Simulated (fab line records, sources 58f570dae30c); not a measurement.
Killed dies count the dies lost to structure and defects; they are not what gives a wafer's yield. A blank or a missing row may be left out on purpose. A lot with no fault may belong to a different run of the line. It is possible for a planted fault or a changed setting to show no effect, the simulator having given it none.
Which tool did it?	flow berkeley cmos170	Sampling: 15 lots, 45 wafers, 4 of 331 route steps

WHAT EACH GAUGE READ, for each wafer
UCB170_V2_OVL_MEAS_13. Usual: for V2_OVL the level is 1 nm and the standard deviation is 4.6.
lot	measured	on	V2_OVL (nm)	flag
L108	day 7 13:14	overlay-01	5 0 1	
L107	day 7 13:22	overlay-02	4 5 2	
L109	day 7 15:49	overlay-01	5 10 7	
L111	day 8 10:35	overlay-02	3 10 4	
L112	day 8 11:23	overlay-01	-4 -3 6	
L113	day 8 21:52	overlay-02	1 9 7	
L116	day 9 12:29	overlay-01	-1 2 1	
L114	day 9 12:35	overlay-02	-1 8 -3	
L117	day 9 14:10	overlay-02	-2 -2 -2	
L123	day 10 20:26	overlay-01	2 3 4	
L125	day 11 16:37	overlay-02	2 0 2	
L127	day 11 15:54	overlay-02	2 1 -4	
L128	day 12 00:17	overlay-01	-9 -7 -2	
L129	day 12 00:34	overlay-02	4 7 -1	
L130	day 12 04:11	overlay-02	-3 -4 -4	

EACH LOT AND THE TOOL THAT RAN IT (in order: tool; ch and the chambers of the sampled wafers; start)
lot	UCB170_SDANNEAL_RTA_00	UCB170_CONTACT_STRIP_06	UCB170_V2_COAT_07
L108	rtp anneal-01 ch 0, day 6 12:20	plasma asher-01 ch 0,1, day 6 16:58	litho track-01 ch 0, day 7 12:09
L107	rtp anneal-02 ch 0, day 6 12:22	plasma asher-04 ch 0,1, day 6 17:22	litho track-04 ch 0, day 7 12:25
L109	rtp anneal-01 ch 0, day 6 18:37	plasma asher-01 ch 0,1, day 6 22:42	litho track-04 ch 0, day 7 14:19
L111	rtp anneal-02 ch 0, day 7 09:50	plasma asher-01 ch 0,1, day 7 14:50	litho track-03 ch 0, day 8 09:44
L112	rtp anneal-01 ch 0, day 7 10:13	plasma asher-03 ch 0,1, day 7 14:51	litho track-03 ch 0, day 8 10:28
L113	rtp anneal-01 ch 0, day 7 21:22	plasma asher-03 ch 0,1, day 8 00:49	litho track-01 ch 0, day 8 21:07
L116	rtp anneal-02 ch 0, day 8 10:32	plasma asher-03 ch 0,1, day 8 15:55	litho track-03 ch 0, day 9 10:49
L114	rtp anneal-01 ch 0, day 8 10:33	plasma asher-01 ch 0,1, day 8 15:58	litho track-03 ch 0, day 9 11:17
L117	rtp anneal-02 ch 0, day 8 13:03	plasma asher-03 ch 0,1, day 8 18:03	litho track-03 ch 0, day 9 13:22
L123	rtp anneal-02 ch 0, day 9 23:26	plasma asher-03 ch 0,1, day 10 04:20	litho track-01 ch 0, day 10 19:31
L125	rtp anneal-02 ch 0, day 10 16:32	plasma asher-04 ch 0,1, day 10 19:59	litho track-04 ch 0, day 11 15:50
L127	rtp anneal-02 ch 0, day 10 16:51	plasma asher-04 ch 0,1, day 10 21:11	litho track-01 ch 0, day 11 14:58
L128	rtp anneal-02 ch 0, day 11 05:20	plasma asher-04 ch 0,1, day 11 08:47	litho track-04 ch 0, day 11 23:28
L129	rtp anneal-01 ch 0, day 11 05:32	plasma asher-03 ch 0,1, day 11 10:17	litho track-01 ch 0, day 11 23:38
L130	rtp anneal-01 ch 0, day 11 09:22	plasma asher-03 ch 0,1, day 11 12:52	litho track-03 ch 0, day 12 03:24
- UCB170_SDANNEAL_RTA_00: time 10 s.
- UCB170_CONTACT_STRIP_06: strips in O2.
- UCB170_V2_COAT_07: resist thk 900 nm.

AS READ BY THE TOOLS THEMSELVES (means over the sampled wafers that have a number; for cases with no such wafer, the mark the record gives instead)
UCB170_SDANNEAL_RTA_00. Usual: lamp power pct 23.7 %, standard deviation 2.5; wafer_temp_C_max 903.4, standard deviation 0.75.
lot	tool	lamp power pct (%)	wafer_temp_C_max	flag
L108	rtp anneal-01	26.1	903.9	
L107	rtp anneal-02	21.0	904.2	
L109	rtp anneal-01	26.1	904.7	
L111	rtp anneal-02	21.0	903.0	
L112	rtp anneal-01	26.1	904.8	
L113	rtp anneal-01	26.0	903.6	
L116	rtp anneal-02	21.0	902.9	
L114	rtp anneal-01	26.1	904.2	
L117	rtp anneal-02	21.0	902.7	
L123	rtp anneal-02	21.0	902.9	
L125	rtp anneal-02	21.0	903.0	
L127	rtp anneal-02	21.0	902.8	
L128	rtp anneal-02	21.0	903.7	
L129	rtp anneal-01	26.0	903.0	
L130	rtp anneal-01	26.1	904.2	

UCB170_CONTACT_STRIP_06. Usual: drypump motor current A 5.8 A, standard deviation 0.6; o2 flow sccm 400.0 sccm, standard deviation 1.2; oes product au 0.735 a.u., standard deviation 0.0045; strip time to endpoint s 21.96 s, standard deviation 0.073.
lot	tool	drypump motor current A (A)	o2 flow sccm (sccm)	oes product au (a.u.)	strip time to endpoint s (s)	flag
L108	plasma asher-01	5.8	401.4	0.738	22.02	
L107	plasma asher-04	5.1	399.5	0.735	21.88	
L109	plasma asher-01	6.1	400.2	0.736	22.07	
L111	plasma asher-01	6.1	399.9	0.730	21.94	
L112	plasma asher-03	5.7	400.6	0.731	21.81	
L113	plasma asher-03	5.9	400.8	0.737	21.91	
L116	plasma asher-03	5.9	400.5	0.737	21.94	
L114	plasma asher-01	6.1	399.4	0.734	21.96	
L117	plasma asher-03	5.7	401.3	0.739	21.85	
L123	plasma asher-03	5.7	401.4	0.736	22.06	
L125	plasma asher-04	5.6	400.4	0.737	22.04	
L127	plasma asher-04	5.1	400.0	0.739	21.86	
L128	plasma asher-04	5.6	400.4	0.735	21.96	
L129	plasma asher-03	5.7	400.1	0.735	21.98	
L130	plasma asher-03	5.7	399.3	0.735	21.93	

UCB170_V2_COAT_07. Usual: exhaust pa 45.0 Pa, standard deviation 0.88; spin speed rpm 1500.1 rpm, standard deviation 1.1.
lot	tool	exhaust pa (Pa)	spin speed rpm (rpm)	flag
L108	litho track-01	46.1	1499.8	
L107	litho track-04	44.5	1499.8	
L109	litho track-04	44.7	1500.1	
L111	litho track-03	45.6	1498.6	
L112	litho track-03	45.6	1500.3	
L113	litho track-01	44.3	1500.2	
L116	litho track-03	44.4	1708.9	OFF
L114	litho track-03	44.4	1708.1	OFF
L117	litho track-03	45.7	1707.1	OFF
L123	litho track-01	44.2	1500.3	
L125	litho track-04	45.5	1499.8	
L127	litho track-01	44.6	1499.8	
L128	litho track-04	44.8	1499.5	
L129	litho track-01	46.0	1499.2	
L130	litho track-03	46.1	1501.1	

THE ANSWER, worked out from the rows above alone
Rule: a lot counts as off when the mean over its wafers that have a number is more than 3 standard deviations away from the usual mean. Also off: a lot with no number at a reading for which 4 or more lots have one. All remaining lots with rows at the step are treated as sound. The gauges are gone through in route order, then the tools' own readings, and for those a lot's mean is taken as printed above. At the first step where some lot is off, the reading lying furthest off is the one used; lots without a number count as furthest.
Off at UCB170_V2_COAT_07 (spin speed rpm): L116, L114, L117.
A tool fits if, at that step or a process step before it, it ran every lot that is off, and no sound lot after the first of them. Of those tried, none fits.

WHAT THE SIMULATOR HAD INSERTED
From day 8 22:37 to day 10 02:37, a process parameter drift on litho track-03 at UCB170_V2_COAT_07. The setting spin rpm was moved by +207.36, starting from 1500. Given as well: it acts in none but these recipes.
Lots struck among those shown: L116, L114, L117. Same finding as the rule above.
